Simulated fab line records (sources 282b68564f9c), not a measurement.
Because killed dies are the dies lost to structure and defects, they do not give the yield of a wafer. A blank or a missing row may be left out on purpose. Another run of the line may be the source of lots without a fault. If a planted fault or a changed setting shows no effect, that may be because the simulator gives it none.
What tool caused it? | flow rit-cmos | 39 wafers from 13 lots sampled at 6 of the route's 202 steps

WHAT THE GAUGES READ, wafer by wafer
RIT_ACTIVE_THK_MEAS_04. Usual: for ACTIVE_NITRIDE_THK the level is 149.4 nm and the standard deviation is 1.4.
lot  | measured    | on            | ACTIVE_NITRIDE_THK (nm) | flag
L319 | day 1 18:32 | film-metro-01 | 150.0 151.8 150.2       |
L320 | day 1 23:33 | film-metro-01 | 151.0 150.6 149.7       |
L321 | day 2 04:32 | film-metro-03 | 147.4 148.6 147.2       |
L323 | day 2 14:32 | film-metro-01 | 149.1 150.3 152.0       |
L324 | day 2 19:32 | film-metro-02 | 149.6 150.7 149.6       |
L325 | day 3 00:32 | film-metro-01 | 147.2 148.2 145.5       |
L327 | day 3 10:32 | film-metro-02 | 148.7 148.4 147.9       |
L328 | day 3 15:32 | film-metro-02 | 147.3 147.6 146.5       |
L329 | day 3 20:32 | film-metro-03 | 150.5 149.5 149.6       |
L330 | day 4 02:07 | film-metro-02 | 147.8 148.1 149.4       |
L332 | day 4 11:33 | film-metro-03 | 149.4 149.2 149.0       |
L333 | day 4 16:33 | film-metro-01 | 163.3 178.8 186.9       | OFF
L341 | day 6 09:53 | film-metro-01 | 151.1 151.9 151.1       |

RIT_PSD_TW_MEAS_10. Usual: for PSD_TW the level is 3427 and the standard deviation is 23.
lot  | measured    | on            | PSD_TW         | flag
L319 | day 3 06:04 | film-metro-03 | 3424 3441 3413 |
L320 | day 3 10:09 | film-metro-02 | 3435 3424 3440 |
L321 | day 3 15:38 | film-metro-01 | 3448 3457 3469 |
L323 | day 4 03:59 | film-metro-02 | 3422 3425 3435 |
L324 | day 4 07:10 | film-metro-03 | 3414 3415 3418 |
L325 | day 4 13:21 | film-metro-01 | 3459 3434 3446 |
L327 | day 4 21:37 | film-metro-02 | 3406 3434 3410 |
L328 | day 5 03:21 | film-metro-03 | 3425 3437 3430 |
L329 | day 5 13:41 | film-metro-02 | 3395 3386 3389 |
L330 | day 5 16:41 | film-metro-02 | 3402 3382 3392 |
L332 | day 6 00:25 | film-metro-03 | 3409 3406 3401 |
L333 | day 6 05:24 | film-metro-01 | 3438 3437 3442 |
L341 | day 7 20:21 | film-metro-02 | 3401 3414 3410 |

RIT_M1_CD_MEAS_09: target cd 2600 nm. Usual: cd-nm reads 2600.1 nm (standard deviation 2.2).
lot  | measured    | on        | cd-nm (nm)           | flag
L319 | day 3 11:34 | cd-sem-01 | 2602.6 2602.2 2604.3 |
L320 | day 3 15:35 | cd-sem-01 | 2600.5 2600.0 2600.8 |
L321 | day 3 21:14 | cd-sem-02 | 2597.6 2597.6 2596.1 |
L323 | day 4 09:32 | cd-sem-01 | 2599.7 2600.1 2599.1 |
L324 | day 4 12:34 | cd-sem-02 | 2599.1 2601.1 2600.9 |
L325 | day 4 18:27 | cd-sem-02 | 2602.2 2600.7 2602.2 |
L327 | day 5 02:50 | cd-sem-02 | 2601.5 2601.1 2601.9 |
L328 | day 5 08:40 | cd-sem-01 | 2599.5 2598.9 2598.6 |
L329 | day 5 19:20 | cd-sem-01 | 2600.2 2604.1 2600.4 |
L330 | day 5 22:01 | cd-sem-02 | 2600.9 2599.4 2599.5 |
L332 | day 6 05:31 | cd-sem-01 | 2603.0 2603.2 2601.6 |
L333 | day 6 10:38 | cd-sem-01 | 2602.2 2602.3 2604.1 |
L341 | day 8 01:37 | cd-sem-02 | 2598.9 2598.9 2597.3 |

TOOL THAT RAN EACH LOT (tool first, then ch and the chambers of the sampled wafers, then the start)
lot  | RIT_ACTIVE_CVD_03          | RIT_ACTIVE_ETCH_13                | RIT_CONTACT_STRIP_12
L319 | lpcvd-02 ch 1, day 1 17:07 | rie-diel-01 ch 0,2, day 1 19:52   | plasma-asher-02 ch 0,1, day 3 09:20
L320 | lpcvd-01 ch 1, day 1 22:07 | rie-diel-01 ch 1,2, day 2 00:43   | plasma-asher-01 ch 0,1, day 3 13:28
L321 | lpcvd-02 ch 0, day 2 03:07 | rie-diel-04 ch 1,2,3, day 2 05:50 | plasma-asher-01 ch 0,1, day 3 19:07
L323 | lpcvd-02 ch 0, day 2 13:07 | rie-diel-03 ch 0,2,3, day 2 16:47 | plasma-asher-01 ch 0,1, day 4 07:11
L324 | lpcvd-01 ch 0, day 2 18:07 | rie-diel-04 ch 0,2,3, day 2 20:50 | plasma-asher-02 ch 0,1, day 4 10:25
L325 | lpcvd-02 ch 0, day 2 23:07 | rie-diel-01 ch 0,1,2, day 3 02:02 | plasma-asher-03 ch 0,1, day 4 16:27
L327 | lpcvd-01 ch 0, day 3 09:07 | rie-diel-04 ch 1,2, day 3 11:43   | plasma-asher-01 ch 0,1, day 5 00:43
L328 | lpcvd-02 ch 0, day 3 14:07 | rie-diel-03 ch 2,3, day 3 16:44   | plasma-asher-01 ch 0,1, day 5 06:37
L329 | lpcvd-01 ch 0, day 3 19:07 | rie-diel-01 ch 1,3, day 3 21:43   | plasma-asher-01 ch 0, day 5 17:11
L330 | lpcvd-02 ch 0, day 4 00:41 | rie-diel-01 ch 0,1,2, day 4 03:17 | plasma-asher-03 ch 0,1, day 5 19:45
L332 | lpcvd-02 ch 1, day 4 10:07 | rie-diel-03 ch 0,1,2, day 4 12:50 | plasma-asher-01 ch 0,1, day 6 03:31
L333 | lpcvd-01 ch 0, day 4 15:07 | rie-diel-03 ch 2,3, day 4 17:43   | plasma-asher-02 ch 0,1, day 6 08:32
L341 | lpcvd-02 ch 1, day 6 08:28 | rie-diel-03 ch 0,2,3, day 6 11:13 | plasma-asher-02 ch 0,1, day 7 23:28
- RIT_ACTIVE_CVD_03: deposits Si3N4 from SiH2Cl2/NH3, target thk 150 nm, time 1500 s.
- RIT_ACTIVE_ETCH_13: etches Si3N4 in SF6, stops on SiO2, time 210 s, target depth 210 nm.
- RIT_CONTACT_STRIP_12: strips in O2, time 180 s.

AS READ BY THE TOOLS THEMSELVES (means over the sampled wafers that have a number; for cases with no such wafer, the mark the record gives instead)
RIT_ACTIVE_CVD_03. Usual: spike-tc-centre-C 812.5 C, standard deviation 1; zone-power-centre-pct 35.3 %, standard deviation 2.3; zone-power-source-pct 20.6 %, standard deviation 2.3.
lot  | tool     | spike-tc-centre-C (C) | zone-power-centre-pct (%) | zone-power-source-pct (%) | flag
L319 | lpcvd-02 | 812.6                 | 33.4                      | 20.2                      |
L320 | lpcvd-01 | 811.7                 | 40.0                      | 18.3                      |
L321 | lpcvd-02 | 813.9                 | 33.9                      | 19.1                      |
L323 | lpcvd-02 | 813.2                 | 33.8                      | 18.9                      |
L324 | lpcvd-01 | 811.7                 | 35.2                      | 24.0                      |
L325 | lpcvd-02 | 812.9                 | 33.8                      | 18.9                      |
L327 | lpcvd-01 | 812.2                 | 35.6                      | 24.1                      |
L328 | lpcvd-02 | 812.5                 | 33.9                      | 18.7                      |
L329 | lpcvd-01 | 813.1                 | 35.3                      | 24.1                      |
L330 | lpcvd-02 | 813.2                 | 33.9                      | 19.0                      |
L332 | lpcvd-02 | 812.7                 | 33.6                      | 19.8                      |
L333 | lpcvd-01 | 840.2                 | 44.7                      | 22.4                      | OFF
L341 | lpcvd-02 | 812.6                 | 33.9                      | 20.1                      |

RIT_ACTIVE_ETCH_13. Usual: drypump-motor-current-A 5.8 A, standard deviation 0.44; oes-product-au 0.825 a.u., standard deviation 0.013; throttle-valve-pct 7.52 %, standard deviation 0.1.
lot  | tool        | drypump-motor-current-A (A) | oes-product-au (a.u.) | throttle-valve-pct (%) | flag
L319 | rie-diel-01 | 6.1                         | 0.827                 | 7.49                   |
L320 | rie-diel-01 | 5.5                         | 0.841                 | 7.49                   |
L321 | rie-diel-04 | 5.8                         | 0.825                 | 7.51                   |
L323 | rie-diel-03 | 6.0                         | 0.819                 | 7.50                   |
L324 | rie-diel-04 | 5.7                         | 0.823                 | 7.54                   |
L325 | rie-diel-01 | 5.8                         | 0.826                 | 7.50                   |
L327 | rie-diel-04 | 5.7                         | 0.838                 | 7.59                   |
L328 | rie-diel-03 | 6.0                         | 0.816                 | 7.50                   |
L329 | rie-diel-01 | 5.8                         | 0.825                 | 7.47                   |
L330 | rie-diel-01 | 5.9                         | 0.828                 | 7.50                   |
L332 | rie-diel-03 | 5.6                         | 0.825                 | 7.55                   |
L333 | rie-diel-03 | 5.7                         | 0.909                 | 7.54                   | OFF
L341 | rie-diel-03 | 6.0                         | 0.823                 | 7.50                   |

RIT_CONTACT_STRIP_12. Usual: drypump-motor-current-A 5.5 A, standard deviation 0.52; rf-refl-power-W 6.7 W, standard deviation 1.5.
lot  | tool            | drypump-motor-current-A (A) | rf-refl-power-W (W) | flag
L319 | plasma-asher-02 | 5.9                         | 5.2                 |
L320 | plasma-asher-01 | 5.4                         | 7.8                 |
L321 | plasma-asher-01 | 5.1                         | 6.8                 |
L323 | plasma-asher-01 | 5.1                         | 6.8                 |
L324 | plasma-asher-02 | 5.5                         | 5.3                 |
L325 | plasma-asher-03 | 5.7                         | 7.8                 |
L327 | plasma-asher-01 | 5.5                         | 7.7                 |
L328 | plasma-asher-01 | 5.4                         | 7.6                 |
L329 | plasma-asher-01 | 4.8                         | 6.2                 |
L330 | plasma-asher-03 | 5.4                         | 8.2                 |
L332 | plasma-asher-01 | 5.5                         | 7.6                 |
L333 | plasma-asher-02 | 5.9                         | 5.2                 |
L341 | plasma-asher-02 | 5.9                         | 5.2                 |

THE ANSWER, worked out from the rows above alone
Rule: a lot counts as off when the mean over its wafers that have a number is more than 3 standard deviations away from the usual mean. A lot without any number at a reading at which 4 lots or more have one is off too. Any other lot the step has rows for is counted as sound. After the gauges, taken in route order, come the tools' own readings; for these a lot's mean is taken, as printed above. At the first step where some lot is off, the reading lying furthest off is the one used; lots without a number count as furthest.
Off: at RIT_ACTIVE_THK_MEAS_04 (ACTIVE_NITRIDE_THK), L333.
A tool fits if, at a process step before that reading, it ran every lot that is off, and no sound lot after the first of them. The gauges at RIT_ACTIVE_THK_MEAS_04 aren't tried: what is off there is off at RIT_ACTIVE_CVD_03 too, on other tools, and a gauge's error can't cause that. One candidate fits, namely lpcvd-01 at RIT_ACTIVE_CVD_03. A fault onset in the window from L329 (day 3 19:07, its last sound lot) to L333 (day 4 15:07, its first lot off) fits.
The tool's own readings at RIT_ACTIVE_CVD_03 bear it out: on the lots that are off they differ by more than 5 times the standard deviation of the sound lots' means. spike-tc-centre-C reads 840.2 C there against 812.7 C on the sound lots; zone-power-centre-pct reads 44.7 % there against 34.7 % on the sound lots.

WHAT THE SIMULATOR HAD INSERTED
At RIT_ACTIVE_CVD_03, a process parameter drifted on lpcvd-01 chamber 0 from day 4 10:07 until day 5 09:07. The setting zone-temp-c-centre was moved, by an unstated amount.
Shown lots that were struck: L333. The rule above reached the same finding.
